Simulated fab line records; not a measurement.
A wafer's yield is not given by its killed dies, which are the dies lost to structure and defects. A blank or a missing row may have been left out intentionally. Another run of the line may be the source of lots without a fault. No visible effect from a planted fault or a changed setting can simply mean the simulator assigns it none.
Comparing a struck lot with a sound one || flow ritCmos || 15 out of 202 route steps
Sound: these wafers, L686.2, L686.4, L686.5. Wafers L697.1, L697.2, L697.3 were the ones struck. Last of all comes the cause.
Per side, at each step with rows, come the tool, then ch with its chambers, and then its first start. Under that, the readings that differ: sound wafers || struck wafers || difference of the means || sigmas: that difference in standard deviations of wafers without a fault.
alike: a reading whose means differ by less than 2 such deviations, as well as words and numbers matching on both sides. not compared: withheld readings; readings where some wafer has no value; bounds like >300 that might hide an equal value; numbers whose values overlap and for which the record gives no deviation.
Wherever a step has rows on one side only, a row that says differs or no value, or a row with sigmas, the two part there. Numbers that have no deviation but don't overlap get no sigmas and don't part them. Lack of a reading on every wafer of one side parts them only where that side has two or more wafers.

first, 3 steps without rows for these wafers: RIT_SDANNEAL_CLEAN_00 (cleans in SC1, time 600 s); RIT_SDANNEAL_CLEAN_01 (cleans in dHF, time 30 s); RIT_SDANNEAL_CLEAN_02 (cleans in SC2, time 600 s).
RIT_SDANNEAL_RTA_03: time 5 s.
  sound on rtpAnneal-02 ch 0, day 4 13:31; struck on rtpAnneal-01 ch 0, day 6 19:23
  alike: annealTempCMax, chamberO2Ppm, wafer_temp_C_max
RIT_SDANNEAL_RS_MEAS_04: a four-point-probe measurement.
  sound on filmMetro-01, day 4 13:35; struck on filmMetro-02, day 6 19:26
  alike: PSD_RS
RIT_SDANNEAL_RS_MEAS_05: a four-point-probe measurement.
  sound on filmMetro-01, day 4 13:43; struck on filmMetro-02, day 6 19:34
{"reading": "NSD_RS (ohm/sq)", "sound": "84.6 85.1 85.0", "struck": "84.2 84.0 84.1", "difference": -0.8, "sigmas": -2}
RIT_SDANNEAL_RS_MEAS_06: a four-point-probe measurement.
  sound on filmMetro-01, day 4 13:50; struck on filmMetro-02, day 6 19:41
{"reading": "PLDD_RS (ohm/sq)", "sound": "179.5 178.8 179.7", "struck": "177.9 178.1 177.9", "difference": -1.4, "sigmas": -3}
RIT_SDANNEAL_RS_MEAS_07: a four-point-probe measurement.
  sound on filmMetro-01, day 4 13:57; struck on filmMetro-02, day 6 19:48
  alike: NLDD_RS
then, 1 step without rows for these wafers: RIT_SILICIDE_WET_ETCH_00 (etches SiO2 in BOE, target depth 14 nm, time 15 s).
RIT_SILICIDE_SPUTTER_01: material Ti, target thk 30 nm, time 240 s.
  sound on pvdSputter-04, day 4 14:04; struck on pvdSputter-04, day 6 19:56
  alike: throttleValvePct
RIT_SILICIDE_RS_MEAS_02: a four-point-probe measurement.
  sound on filmMetro-04, day 4 14:14; struck on filmMetro-03, day 6 20:05
  alike: SILICIDE_TI_RS
RIT_SILICIDE_THK_MEAS_03: measures by xrf.
  sound on filmMetro-04, day 4 14:20; struck on filmMetro-03, day 6 20:12
  alike: SILICIDE_TI_THK
RIT_SILICIDE_RTA_04: time 10 s, ramp up 5 s, ramp down 5 s.
  sound on rtpAnneal-01 ch 0, day 4 14:24; struck on rtpAnneal-02 ch 0, day 6 20:16
{"reading": "wafer_temp_C_max", "sound": "652.0 651.4 651.5", "struck": "626.8 627.1 627.5", "difference": -24.5, "sigmas": -47}
  alike: chamberO2Ppm
then, 1 step without rows for these wafers: RIT_SILICIDE_WET_ETCH_05 (etches Ti in SPM, time 120 s).
RIT_M1_PROBE_99:
  sound on prober-01, day 4 21:05; struck on prober-01, day 7 02:51
{"reading": "killed_at_M0_to_M3", "sound": "0 0 0", "struck": "0 0 1", "difference": "+0", "sigmas": "+3"}
  alike: killedAtContacts, killedAtFrontEnd, killedDies, killedOpen, killedShort

## WHERE THEY PART
First at RIT_SDANNEAL_RS_MEAS_05; last, within this record, at RIT_M1_PROBE_99.

WHY: whatever the simulator had introduced
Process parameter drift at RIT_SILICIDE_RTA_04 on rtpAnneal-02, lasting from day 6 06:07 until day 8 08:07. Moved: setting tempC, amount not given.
